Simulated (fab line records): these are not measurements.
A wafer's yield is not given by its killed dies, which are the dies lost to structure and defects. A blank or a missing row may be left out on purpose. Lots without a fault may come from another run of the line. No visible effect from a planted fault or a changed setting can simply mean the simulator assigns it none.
fab line records | flow rit-cmos
record lots=6 wafers=18 last-day=7
route steps=202 shown NSD@135 PSD@142 M1@202
lots with no fault: from the same line, run without faults
start-h: the number of hours between the record's first day and the start of the first shown wafer of the lot | wait-h: hours since the lot's step before | " unchanged from the row above | L1.1+2: several wafers, shown together as one row | - either no value or no given start | * or withheld: withheld | < > ~ a bound
route shown NAME@n: NAME is a module with steps in the file, n the number in the route of the first one | usual: mean/standard deviation taken from wafers without a fault | same: alike in all rows | chamber/n: place in a boat | sites: the reading at each site | _std_site: the values' standard deviation | _edge_site: mean of outer sites minus mean of inner sites | radius-mm: how far each site lies from the wafer's centre | mask NAME#n: copy n | behind: the tool/chamber that last shaped the wafer | hold: why the lot went on hold/how many hours it stayed there/how the hold came to an end | device: the n, p or np transistor that did not switch | end of line: the route-end tests of the same wafers | a step given without rows: its recipe and nothing more | killed: not the wafer's yield, but the dies lost to structure and defects at the first sort | map: a wafer's dies, x killed, . not, _ none there
set.NAME: setting as actually run; set.NAME@STEP: the setting as run at that earlier step | model.NAME: the simulator's own value behind a step, which no gauge read
lots at selected steps of the route; one table per step, one row per wafer
services: a tool's chamber out of use, with start hour (start-h, from the record's first day; less than 0 if before it), hours out, and reason
## steps
# step RIT_NSD_PEB_04
# recipe resist=NOVOLAK temp-c=withheld time-s=withheld
# step RIT_NSD_DEVELOP_05
# recipe resist=NOVOLAK develop-time-s=50 dev-temp-c=23
# step RIT_NSD_OVL_MEAS_06
# usual NSD_OVL=0.4/1.2
# columns lot.wafer tool chamber start-h wait-h NSD_OVL[nm]
L208.1 overlay-01 - 91.66 - 0.5
L208.4 " - " " 0.2
L208.5 " - " " 0.1
L211.1 overlay-02 - 105.03 - 2.7
L211.5 " - " " 2.4
L211.6 " - " " 0.4
L212.1 overlay-02 - 107.92 - 0.5
L212.3 " - " " 0.9
L212.6 " - " " -0.7
L215.1 overlay-01 - 122.69 - -1.6
L215.4 " - " " -0.9
L215.6 " - " " -1.8
L221.3 overlay-02 - 152.90 - -0.7
L221.4 " - " " 0.5
L221.6 " - " " -0.1
L223.1 overlay-02 - 161.44 - 0.3
L223.3 " - " " 1.1
L223.5 " - " " 0.7
# step RIT_NSD_HARDBAKE_07
# recipe resist=NOVOLAK temp-c=140 time-s=60
# step RIT_NSD_IMPLANT_08
# recipe species=P energy-kev=25 dose-cm2=1e+15 tilt-deg=7
# step RIT_NSD_STRIP_09
# recipe chemistry=O2 time-s=180 resist=NOVOLAK platen-temp-c=withheld power-w=500 pressure-mtorr=4000 o2-flow-sccm=4000
# usual drypump-motor-current-A=5.59/0.2
# columns lot.wafer tool chamber start-h wait-h drypump-motor-current-A rf-hours-counter-h
L208.1 plasma-asher-02 0 92.00 0.1 5.76 43
L208.4 " 1 " " 5.42 -
L208.5 " 0 " " 5.73 -
L211.1 plasma-asher-03 1 105.37 0.1 5.74 46
L211.5 " 1 " " 5.76 -
L211.6 " 0 " " 5.77 -
L212.1 plasma-asher-03 0 108.26 0.1 5.77 47
L212.3 " 1 " " 5.74 -
L212.6 " 1 " " 5.73 -
L215.1 plasma-asher-03 1 123.03 0.1 5.74 49
L215.4 " 0 " " 5.73 -
L215.6 " 1 " " 5.72 -
L221.3 plasma-asher-03 0 153.28 0.1 5.70 -
L221.4 " 1 " " 5.71 -
L221.6 " 1 " " 5.74 -
L223.1 plasma-asher-04 0 161.92 0.1 5.20 39
L223.3 " 0 " " 5.21 -
L223.5 " 0 " " 5.22 -
# step RIT_NSD_TW_MEAS_10
# usual NSD_TW=3150/51
# columns lot.wafer tool chamber start-h wait-h NSD_TW
L208.1 film-metro-01 - 92.17 0.1 3086
L208.4 " - " " 3101
L208.5 " - " " 3085
L211.1 film-metro-03 - 105.54 0.1 3224
L211.5 " - " " 3203
L211.6 " - " " 3215
L212.1 film-metro-01 - 108.44 0.1 3074
L212.3 " - " " 3051
L212.6 " - " " 3063
L215.1 film-metro-03 - 123.20 0.1 3216
L215.4 " - " " 3204
L215.6 " - " " 3210
L221.3 film-metro-03 - 153.42 0.1 3200
L221.4 " - " " 3226
L221.6 " - " " 3206
L223.1 film-metro-03 - 162.10 0.1 3218
L223.3 " - " " 3218
L223.5 " - " " 3204
# step RIT_PSD_HMDS_00
# recipe prime-time-s=60 prime-temp-c=140
# step RIT_PSD_COAT_01
# recipe resist=NOVOLAK spin-rpm=3250 resist-thk-nm=1000
# step RIT_PSD_SOFTBAKE_02
# recipe resist=NOVOLAK temp-c=90 time-s=59.03
# step RIT_PSD_EXPOSE_03
# recipe mask-id=M10 na=0.57 target-cd-nm=40900 dose-mj=250
# step RIT_PSD_PEB_04
# recipe resist=NOVOLAK temp-c=withheld time-s=withheld
# step RIT_PSD_DEVELOP_05
# recipe resist=NOVOLAK develop-time-s=50 dev-temp-c=23
# columns lot.wafer tool chamber start-h wait-h
L208.1+4+5 litho-track-04 0 93 -
L211.1+5+6 litho-track-01 0 106 -
L212.1+3+6 litho-track-01 0 109 -
L215.1+4+6 litho-track-02 0 123 -
L221.3+4+6 litho-track-04 0 154 -
L223.1+3+5 litho-track-01 0 162 -
# step RIT_PSD_OVL_MEAS_06
# usual PSD_OVL=0.6/1.4
# columns lot.wafer tool chamber start-h wait-h PSD_OVL[nm]
L208.1 overlay-01 - 93.21 - 2.5
L208.4 " - " " -1.1
L208.5 " - " " 1.7
L211.1 overlay-02 - 106.52 - 0.8
L211.5 " - " " -2.3
L211.6 " - " " -0.2
L212.1 overlay-02 - 109.47 - 3.4
L212.3 " - " " 0.2
L212.6 " - " " 3.6
L215.1 overlay-01 - 124.11 - -1.8
L215.4 " - " " -0.3
L215.6 " - " " -1.6
L221.3 overlay-02 - 154.32 - 1.4
L221.4 " - " " 0.8
L221.6 " - " " 3.1
L223.1 overlay-02 - 163.13 - 1.2
L223.3 " - " " 1.5
L223.5 " - " " 2.4
# step RIT_PSD_HARDBAKE_07
# recipe resist=NOVOLAK temp-c=140 time-s=60
# step RIT_PSD_IMPLANT_08
# recipe species=BF2 energy-kev=27 dose-cm2=5e+15 tilt-deg=7
# step RIT_PSD_STRIP_09
# recipe chemistry=O2 time-s=180 resist=NOVOLAK platen-temp-c=withheld power-w=500 pressure-mtorr=4000 o2-flow-sccm=4000
# usual drypump-motor-current-A=5.5/0.38
# columns lot.wafer tool chamber start-h wait-h drypump-motor-current-A rf-hours-counter-h
L208.1 plasma-asher-03 0 93.54 0.1 5.7 45
L208.4 " 1 " " 5.7 -
L208.5 " 1 " " 5.7 -
L211.1 plasma-asher-04 1 106.88 0.1 5.6 32
L211.5 " 1 " " 5.6 -
L211.6 " 0 " " 5.2 -
L212.1 plasma-asher-04 1 109.81 0.1 5.6 33
L212.3 " 1 " " 5.6 -
L212.6 " 1 " " 5.6 -
L215.1 plasma-asher-04 0 124.45 0.1 5.2 35
L215.4 " 0 " " 5.2 -
L215.6 " 1 " " 5.6 -
L221.3 plasma-asher-01 0 154.76 0.1 6.2 -
L221.4 " 1 " " 4.8 -
L221.6 " 1 " " 4.8 -
L223.1 plasma-asher-03 0 163.47 0.1 5.7 53
L223.3 " 1 " " 5.8 -
L223.5 " 1 " " 5.8 -
# step RIT_PSD_TW_MEAS_10
# usual PSD_TW=3432/59
# columns lot.wafer tool chamber start-h wait-h hold PSD_TW
L208.1 film-metro-01 - 93.72 0.1 - 3391
L208.4 " - " " - 3392
L208.5 " - " " - 3408
L211.1 film-metro-03 - 107.06 0.1 await-dispo/0.2h/release 31
L211.5 " - " " await-dispo/0.2h/release 31
L211.6 " - " " await-dispo/0.2h/release 31
L211.1 film-metro-03 - 107.28 0.2 - 31
L211.5 " - " " - 31
L211.6 " - " " - 31
L212.1 film-metro-01 - 109.98 0.1 await-dispo/0.2h/release 29
L212.3 " - " " await-dispo/0.2h/release 30
L212.6 " - " " await-dispo/0.2h/release 30
L212.1 film-metro-01 - 110.21 0.2 - 30
L212.3 " - " " - 30
L212.6 " - " " - 30
L215.1 film-metro-01 - 124.63 0.1 - 3393
L215.4 " - " " - 3408
L215.6 " - " " - 3374
L221.3 film-metro-02 - 154.90 0.1 - 3451
L221.4 " - " " - 3444
L221.6 " - " " - 3451
L223.1 film-metro-01 - 163.64 0.1 - 3376
L223.3 " - " " - 3360
L223.5 " - " " - 3367
# step RIT_M1_PROBE_99
# usual defect-limited-yield=97.4/1.1 killed-at-front-end=6.9/3 killed-dies=6.9/3 killed-open=3.5/2 killed-short=3.4/2.1 sort_bin_3_pad_short=0.1/0.23 sort_bin_5_function=1.5/0.85 sort_bin_6_memory=1.0/0.59 sort-n-pass=257.1/3 sort-yield-pct=97.4/1.1
# same gross-dies=264 killed_at_M0_to_M3=0 killed_at_M4_up=0 killed-at-back-side=0 killed-at-contacts=0 killed-at-other=0
# columns lot.wafer tool chamber start-h wait-h defect-limited-yield[%] killed-at-front-end killed-dies killed-open killed-short sort_bin_3_pad_short[%] sort_bin_5_function[%] sort_bin_6_memory[%] sort-n-pass sort-yield-pct[%]
L208.1 prober-01 - 101.79 0.1 98.5 4 4 2 2 0 0.8 0.8 260.0 98.5
L208.4 prober-01 - 101.94 0.2 97.3 7 7 3 4 0 1.9 0.8 257.0 97.3
L208.5 prober-01 - 101.99 0.2 99.2 2 2 2 0 0 0.4 0.4 262.0 99.2
L215.1 prober-02 - 132.49 0.1 98.9 3 3 0 3 0 0.4 0.8 261.0 98.9
L215.4 prober-02 - 132.64 0.2 97.7 6 6 2 4 0 1.5 0.8 258.0 97.7
L215.6 prober-02 - 132.74 0.2 97.7 6 6 5 1 0.4 0.8 1.1 258.0 97.7
L221.3 prober-02 - 162.94 0.2 95.8 11 11 8 3 0 2.3 1.9 253.0 95.8
L221.4 prober-02 - 162.99 0.2 97.3 7 7 4 3 0 2.3 0.4 257.0 97.3
L221.6 prober-02 - 163.09 0.2 97.0 8 8 3 5 0.4 1.1 1.5 256.0 97.0
L223.1 prober-02 - 171.55 0.1 98.1 5 5 1 4 0 0.8 1.1 259.0 98.1
L223.3 prober-02 - 171.65 0.2 95.8 11 11 8 3 0 1.9 2.3 253.0 95.8
L223.5 prober-02 - 171.75 0.2 97.7 6 6 4 2 0 1.5 0.8 258.0 97.7
# killed by level:class
L208.1 GATE:geometric-particle:short=2 GATE:geometric-particle:open=2
L208.4 FOX1:geometric-particle:short=3 GATE:geometric-particle:open=2 FOX1:geometric-particle:open=1 SPACER:geometric-particle:short=1
L208.5 GATE:geometric-particle:open=2
L215.1 FOX2:geometric-particle:short=1 REOX:geometric-particle:short=1 SPACER:geometric-particle:short=1
L215.4 REOX:geometric-particle:short=2 FOX1:geometric-particle:short=1 GATE:geometric-particle:short=1 GATE:geometric-particle:open=1 REOX:geometric-particle:open=1
L215.6 SILICIDE:geometric-particle:open=3 FOX2:geometric-particle:open=1 GATE:geometric-particle:open=1 REOX:geometric-particle:short=1
L221.3 GATE:geometric-particle:open=4 FOX1:geometric-particle:open=2 REOX:geometric-particle:short=2 GATE:geometric-particle:short=1 SPACER:geometric-particle:open=1 SILICIDE:geometric-particle:open=1
L221.4 FOX1:geometric-particle:open=1 FOX2:geometric-particle:short=1 FOX2:geometric-particle:open=1 GATE:geometric-particle:open=1 GATE:geometric-particle:short=1 REOX:geometric-particle:open=1 SPACER:geometric-particle:short=1
L221.6 GATE:geometric-particle:open=2 GATE:geometric-particle:short=2 SPACER:geometric-particle:short=2 REOX:geometric-particle:open=1 REOX:geometric-particle:short=1
L223.1 GATE:geometric-particle:short=3 FOX1:geometric-particle:short=1 FOX2:geometric-particle:open=1
L223.3 FOX1:geometric-particle:open=3 GATE:geometric-particle:open=3 GATE:geometric-particle:short=2 REOX:geometric-particle:open=2 FOX2:geometric-particle:short=1
L223.5 SPACER:geometric-particle:open=2 FOX1:geometric-particle:short=1 FOX1:geometric-particle:open=1 GATE:geometric-particle:short=1 GATE:geometric-particle:open=1
## services
# columns tool chamber start-h hours kind
plasma-asher-02 - 70.02 8.1 repair
plasma-asher-01 - 74.99 3.2 repair
plasma-asher-01 - 90.39 5.1 repair
plasma-asher-02 - 108.75 9.0 pm
plasma-asher-02 0 108.75 9.0 vent-cycle
plasma-asher-02 1 108.75 9.0 vent-cycle
plasma-asher-01 - 115.79 4.3 repair
plasma-asher-02 0 117.75 - clean
plasma-asher-02 1 117.75 - clean
## key
first-sign step=RIT_PSD_TW_MEAS_10 reading=visit direction=added
effect step=RIT_PSD_TW_MEAS_10 reading=PSD_TW direction=down sigmas=57 usual=3432 struck=30
met-at RIT_PSD_DEVELOP_05
struck-wafers L211.1,L211.5,L211.6,L212.1,L212.3,L212.6
scrapped-behind RIT_PSD_TW_MEAS_10 L211.1,L211.5,L211.6,L212.1,L212.3,L212.6
fault kind=process-parameter-drift tool=litho-track-01 chamber=- onset-h=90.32 steps=RIT_PSD_DEVELOP_05 channel=develop-time-s offset=* shape=step end-h=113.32 acts-in=* stated=*
